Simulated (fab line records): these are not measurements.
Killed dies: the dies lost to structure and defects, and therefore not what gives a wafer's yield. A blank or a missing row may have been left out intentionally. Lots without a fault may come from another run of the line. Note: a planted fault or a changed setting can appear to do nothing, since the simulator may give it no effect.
What tool caused it?	flow berkeleyCmos170	Sampling: 14 lots, 42 wafers, 3 of 331 route steps

== WHAT THE GAUGES READ, wafer by wafer ==
UCB170_M2_RS_MEAS_02: measurement is done with a four-point probe.
lot	measured	on	M2_AL_RS (ohm/sq)
L735	day 7 19:02	filmMetro-03	0.03236 0.03236 0.03223
L738	day 7 19:13	filmMetro-02	0.03197 0.03247 0.032
L734	day 7 19:29	filmMetro-01	0.03191 0.03177 0.03207
L737	day 7 19:37	filmMetro-03	0.0319 0.03211 0.03215
L736	day 7 19:52	filmMetro-02	0.03238 0.03237 0.03239
L739	day 8 09:07	filmMetro-01	0.03235 0.0324 0.03251
L740	day 8 22:35	filmMetro-02	0.03205 0.03202 0.03188
L742	day 9 12:44	filmMetro-01	0.03245 0.03226 0.03212
L741	day 9 14:49	filmMetro-03	0.03025 0.03033 0.0304
L744	day 9 15:25	filmMetro-02	0.03214 0.0324 0.03221
L750	day 10 17:37	filmMetro-01	0.03004 0.02999 0.02987
L753	day 11 04:38	filmMetro-03	0.0321 0.0322 0.03195
L754	day 11 08:51	filmMetro-03	0.03216 0.03219 0.03212
L757	day 12 19:49	filmMetro-03	0.03215 0.03229 0.03231

UCB170_M2_THK_MEAS_03: measures by xrf.
lot	measured	on	M2_AL_THK (nm)
L735	day 7 19:10	filmMetro-03	882 886 884
L738	day 7 19:20	filmMetro-02	897 885 898
L734	day 7 19:36	filmMetro-01	903 908 900
L737	day 7 19:43	filmMetro-03	896 889 888
L736	day 7 19:59	filmMetro-02	892 895 890
L739	day 8 09:14	filmMetro-01	892 890 883
L740	day 8 22:42	filmMetro-02	900 902 909
L742	day 9 12:49	filmMetro-01	885 891 897
L741	day 9 14:56	filmMetro-03	951 951 950
L744	day 9 15:32	filmMetro-02	892 891 897
L750	day 10 17:43	filmMetro-01	956 958 964
L753	day 11 04:44	filmMetro-03	901 891 902
L754	day 11 08:58	filmMetro-03	901 899 902
L757	day 12 19:55	filmMetro-03	901 894 894

== WHICH TOOL RAN EACH LOT (tool, then ch and the chambers of the sampled wafers, then the start) ==
lot	UCB170_M2_SPUTTER_01
L735	pvdSputter-02, day 7 18:58
L738	pvdSputter-01, day 7 19:08
L734	pvdSputter-03, day 7 19:23
L737	pvdSputter-02, day 7 19:30
L736	pvdSputter-01, day 7 19:44
L739	pvdSputter-01, day 8 09:01
L740	pvdSputter-02, day 8 22:30
L742	pvdSputter-01, day 9 12:35
L741	pvdSputter-02, day 9 14:44
L744	pvdSputter-01, day 9 15:20
L750	pvdSputter-02, day 10 17:31
L753	pvdSputter-01, day 11 04:32
L754	pvdSputter-01, day 11 08:45
L757	pvdSputter-01, day 12 19:41
- UCB170_M2_SPUTTER_01: material Al, target thk 900 nm, time 120 s.

== AS READ BY THE TOOLS THEMSELVES (means over the sampled wafers that have a number; for cases with no such wafer, the mark the record gives instead) ==
UCB170_M2_SPUTTER_01.
lot	tool	throttleValvePct (%)
L735	pvdSputter-02	30.2
L738	pvdSputter-01	30.4
L734	pvdSputter-03	30.5
L737	pvdSputter-02	29.8
L736	pvdSputter-01	29.2
L739	pvdSputter-01	30.4
L740	pvdSputter-02	30.0
L742	pvdSputter-01	29.5
L741	pvdSputter-02	30.2
L744	pvdSputter-01	30.8
L750	pvdSputter-02	30.3
L753	pvdSputter-01	30.7
L754	pvdSputter-01	30.0
L757	pvdSputter-01	30.8

== THE ANSWER, worked out from the rows above alone ==
Rule: the lots themselves supply what counts as usual. The widest of any qualifying gaps counts: lots, ordered by their means at a reading, are off when they make up no more than a third of the lots, leave a main group of 4 or more, and stand apart from it by 3 or more times the standard deviation of that group's means. The tables above print the reading to a certain number of digits; a main group whose means all agree to those digits is not used. A lot without any number at a reading at which 4 lots or more have one is off too. All remaining lots with rows at the step are treated as sound. The gauges are gone through in route order, then the tools' own readings, and for those a lot's mean is taken as printed above. The first step at which some lot is off is used, and at that step the reading that is off furthest; a lot without a number counts as furthest.
Off: at UCB170_M2_RS_MEAS_02 (M2_AL_RS), L741, L750. For the main group the mean is 0.03219 ohm/sq and the standard deviation 0.00015.
A tool fits if, at a process step before that reading, it ran every lot that is off, and no sound lot after the first of them. Those tools and the gauges at UCB170_M2_RS_MEAS_02 are tried in the same way. One fits: pvdSputter-02 at UCB170_M2_SPUTTER_01. Its last sound lot is L740 (day 8 22:30), its first lot that is off L741 (day 9 14:44): a fault that began between those two fits.

== WHAT THE SIMULATOR HAD PUT IN ==
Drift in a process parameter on pvdSputter-02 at UCB170_M2_SPUTTER_01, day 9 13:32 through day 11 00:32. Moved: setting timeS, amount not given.
Shown lots that were struck: L741, L750. The same result came from the rule above.
